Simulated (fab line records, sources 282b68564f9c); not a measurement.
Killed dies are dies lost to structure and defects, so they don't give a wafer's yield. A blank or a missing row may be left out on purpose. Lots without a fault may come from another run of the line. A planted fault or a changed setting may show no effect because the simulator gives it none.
A struck lot beside a sound one | flow rit_cmos | 16 steps out of a route of 202
Sound: wafers L372.2, L372.3, L372.6. Struck: wafers L382.1, L382.3, L382.5. The cause comes at the end.
At each step with rows: each side's tool, then ch and its chambers, then its first start. Under that, the readings that differ: sound wafers | struck wafers | difference of the means | sigmas: that difference in standard deviations of wafers without a fault.
alike: readings whose means differ by less than 2 such deviations, and words and numbers that are the same on both sides. not compared: withheld readings, readings that some wafer has no value for, bounds like >300 that may hide the same value, and numbers for which the record gives no deviation and whose values overlap.
The two part at a step that has a row with sigmas, a row that says differs or no value, or rows on one side only. Numbers that don't overlap but have no deviation are shown without sigmas and don't part them. A reading that every wafer of one side lacks parts them only if that side has two wafers or more.

first, 4 steps without rows for these wafers: RIT_ACTIVE_SOFTBAKE_07 (time 60 s); RIT_ACTIVE_EXPOSE_08 (exposes mask M1, target cd 1400 nm); RIT_ACTIVE_PEB_09; RIT_ACTIVE_DEVELOP_10 (develop time 50 s).
RIT_ACTIVE_CD_MEAS_11: target cd 1400 nm.
  sound on cd_sem-01, day 2 15:43; struck on cd_sem-01, day 4 20:45
  alike: cd_nm
then, 1 step without rows for these wafers: RIT_ACTIVE_HARDBAKE_12 (time 60 s).
RIT_ACTIVE_ETCH_13: etches Si3N4 in SF6, stops on SiO2, time 210 s, target depth 210 nm.
  sound on rie_diel-01 ch 0,2, day 2 15:58; struck on rie_diel-03 ch 0,3, day 4 21:01
  alike: drypump_motor_current_A, oes_product_au, throttle_valve_pct
  not compared: rf_hours_counter_h
RIT_ACTIVE_STRIP_14: strips in O2, time 180 s.
  sound on plasma_asher-04 ch 0,1, day 2 16:06; struck on plasma_asher-01 ch 1, day 4 21:09
  alike: drypump_motor_current_A
  not compared: rf_hours_counter_h
RIT_ACTIVE_CD_MEAS_90: target cd 1400 nm.
  sound on cd_sem-01, day 2 16:18; struck on cd_sem-01, day 4 21:19
  alike: cd_nm
then, 3 steps without rows for these wafers: RIT_ACTIVE_CLEAN_15 (cleans in SC1, time 600 s); RIT_ACTIVE_CLEAN_16 (cleans in dHF, time 30 s); RIT_ACTIVE_CLEAN_17 (cleans in SC2, time 600 s).
RIT_FOX1_OXIDATION_00: target thk 350.7 nm, ox time 1130 s.
  sound on furnace-03 ch 0, day 2 17:48; struck on furnace-01 ch 0, day 4 21:49
  reading                                     | sound                | struck               | difference | sigmas
  spike_tc_centre_C (C)                       | 1102.9 1103.2 1101.2 | 1087.9 1088.9 1088.9 | -13.9      | -14
  spike_tc_load_C (C)                         | 1130.0 1128.2 1130.3 | 1110.4 1107.9 1108.7 | -20.5      | -7
  spike_tc_source_C (C)                       | 1127.1 1124.9 1125.6 | 1113.3 1113.3 1114.9 | -12.0      | -8
  tube_center_temp_C (C)                      | 1099.9 1099.9 1100   | 1085 1084.9 1085.1   | -15        | -99 or more
  tube_center_temp_C_max                      | 1103.0 1101.9 1102.7 | 1087.7 1087.6 1088.1 | -14.7      | -31
  model.SiO2_of_FOX1_OXIDATION_00.thk_nm (nm) | 357.4 358.3 356.1    | 317.7 317.1 315      | -40.7      |
RIT_FOX1_THK_MEAS_01:
  sound on film_metro-03, day 2 19:07; struck on film_metro-04, day 4 23:08
  reading             | sound       | struck      | difference | sigmas
  FOX1_OXIDE_THK (nm) | 357 359 356 | 318 317 315 | -41        | -8
then, 1 step without rows for these wafers: RIT_FOX1_WET_ETCH_02 (etches SiO2 in BOE, target depth 350 nm, time 390 s).
RIT_M1_PROBE_99:
  sound on prober-02, day 4 17:41; struck on prober-02, day 6 20:43
  reading                             | sound          | struck         | difference | sigmas
  model.etest.nplus_sal.width_nm (nm) | 3421 3410 3421 | 3500 3462 3485 | +65        |
  model.etest.pplus_sal.width_nm (nm) | 3411 3414 3440 | 3482 3447 3467 | +44        |
  alike: killed_at_front_end, killed_dies, killed_open, killed_short
  not compared: model.etest.poly_comb_over_steps.leak_log10_a_um

WHERE THEY PART
First at RIT_FOX1_OXIDATION_00; last, within this record, at RIT_FOX1_THK_MEAS_01. Later steps at which nothing parts them and some readings are alike: RIT_M1_PROBE_99.

WHY: what the simulator had put in
Process parameter drift: furnace-01, from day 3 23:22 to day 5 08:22, at RIT_FOX1_OXIDATION_00. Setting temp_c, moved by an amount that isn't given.
